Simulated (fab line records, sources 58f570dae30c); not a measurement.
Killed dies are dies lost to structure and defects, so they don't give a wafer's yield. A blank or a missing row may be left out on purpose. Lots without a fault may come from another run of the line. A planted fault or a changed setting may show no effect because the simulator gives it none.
A struck lot beside a sound one | flow berkeley_cmos170 | 22 steps out of a route of 331
Sound: wafers L311.1, L311.4, L311.5. Struck: wafers L312.1, L312.3, L312.4. The cause comes at the end.
At each step with rows: each side's tool, then ch and its chambers, then its first start. Under that, the readings that differ: sound wafers | struck wafers | difference of the means | sigmas: that difference in standard deviations of wafers without a fault.
alike: readings whose means differ by less than 2 such deviations, and words and numbers that are the same on both sides. not compared: withheld readings, readings that some wafer has no value for, bounds like >300 that may hide the same value, and numbers for which the record gives no deviation and whose values overlap.
The two part at a step that has a row with sigmas, a row that says differs or no value, or rows on one side only. Numbers that don't overlap but have no deviation are shown without sigmas and don't part them. A reading that every wafer of one side lacks parts them only if that side has two wafers or more.

UCB170_V1_CD_MEAS_90: target cd 700 nm.
  sound on cd_sem-02, day 9 19:26; struck on cd_sem-01, day 10 09:20
  alike: cd_nm
then, 1 step without rows for these wafers: UCB170_M2_PRE_CLEAN_00 (preclean etch time 60 s).
UCB170_M2_SPUTTER_01: material Al, target thk 900 nm, time 120 s.
  sound on pvd_sputter-01, day 9 19:37; struck on pvd_sputter-04, day 10 09:31
  alike: throttle_valve_pct
UCB170_M2_RS_MEAS_02: measures by four-point-probe.
  sound on film_metro-03, day 9 19:42; struck on film_metro-04, day 10 09:36
  alike: M2_AL_RS
UCB170_M2_THK_MEAS_03: measures by xrf.
  sound on film_metro-03, day 9 19:49; struck on film_metro-04, day 10 09:43
  alike: M2_AL_THK
then, 3 steps without rows for these wafers: UCB170_M2_HMDS_04 (prime time 60 s); UCB170_M2_COAT_05 (resist thk 900 nm); UCB170_M2_SOFTBAKE_06 (time 60 s).
UCB170_M2_STRIP_07: strips in O2.
  sound on plasma_asher-04 ch 0,1, day 9 21:23; struck on plasma_asher-02 ch 0,1, day 10 10:14
  alike: drypump_motor_current_A, oes_product_au, strip_time_to_endpoint_s
  not compared: rf_hours_counter_h
then, 3 steps without rows for these wafers: UCB170_M2_STRIP_08 (strips KrF in DMSO, time 600 s); UCB170_M2_COAT_09; UCB170_M2_COAT_10 (resist thk 900 nm).
UCB170_M2_SOFTBAKE_11: time 60 s.
  sound on litho_track-03 ch 0, day 9 22:00; struck on litho_track-02 ch 0, day 10 10:00
  reading                             | sound                | struck               | difference | sigmas
  heater_power_total_W (W)            | 56.83 56.82 56.77    | 67.53 67.66 67.54    | +10.77     | +99 or more
  plate_temp_C (C)                    | 129.84 130.11 130.07 | 148.74 148.74 148.54 | +18.67     | +99 or more
  model.KrF_of_M2_COAT_10.thk_nm (nm) | 902.5 903.7 904.6    | 882.2 882.3 882.8    | -21.2      |
  alike: exhaust_pa
then, 3 steps without rows for these wafers: UCB170_M2_EXPOSE_12 (exposes mask METAL2, target cd 700 nm); UCB170_M2_PEB_13; UCB170_M2_DEVELOP_14 (develop time 45 s).
UCB170_M2_CD_MEAS_15: target cd 700 nm.
  sound on cd_sem-01, day 9 23:50; struck on cd_sem-01, day 10 11:20
  reading    | sound             | struck            | difference | sigmas
  cd_nm (nm) | 699.8 699.1 698.8 | 643.1 643.4 642.7 | -56.2      | -43
UCB170_M2_OVL_MEAS_16:
  sound on overlay-02, day 9 23:58; struck on overlay-02, day 10 11:28
  alike: M2_OVL
UCB170_M2_ETCH_17: etches BARC in N2/H2.
  sound on rie_diel-02 ch 0,1,2, day 10 00:00; struck on rie_diel-03 ch 0,2,3, day 10 11:30
  reading             | sound             | struck          | difference | sigmas
  model.M2.cd_nm (nm) | 699.9 698.8 699.1 | 644.6 643 642.8 | -55.8      |
  alike: drypump_motor_current_A, oes_product_au, throttle_valve_pct
UCB170_M2_METAL_ETCH_18: etches Al in Cl2/BCl3, stops on SiO2, target depth 1170 nm, time 195 s.
  sound on rie_metal-04 ch 0,1, day 10 00:02; struck on rie_metal-04 ch 0,1, day 10 11:32
  reading                             | sound             | struck            | difference | sigmas
  model.M2.cd_nm (nm)                 | 701.7 703.9 701   | 650.2 646.7 649.6 | -53.4      |
  model.KrF_of_M2_COAT_10.thk_nm (nm) | 228.8 233.2 223.5 | 207.1 197.1 207   | -24.8      |
  alike: drypump_motor_current_A, mfc_cl2_sccm, oes_product_au, throttle_valve_pct
  not compared: rf_hours_counter_h
UCB170_M2_STRIP_19: strips in O2.
  sound on plasma_asher-02 ch 0,1, day 10 00:14; struck on plasma_asher-04 ch 0,1, day 10 11:44
  reading               | sound             | struck            | difference | sigmas
  oes_product_au (a.u.) | 0.560 0.566 0.555 | 0.536 0.523 0.538 | -0.028     | -2
  alike: drypump_motor_current_A
  not compared: rf_hours_counter_h
UCB170_M3_PROBE_99:
  the record has rows for the sound wafers here (prober-01, day 10 07:05) and none for the struck ones

WHERE THEY PART
First at UCB170_M2_SOFTBAKE_11; last, within this record, at UCB170_M3_PROBE_99.

WHY: what the simulator had put in
Process parameter drift: litho_track-02, from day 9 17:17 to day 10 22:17, at UCB170_M2_SOFTBAKE_11. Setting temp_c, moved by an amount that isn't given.
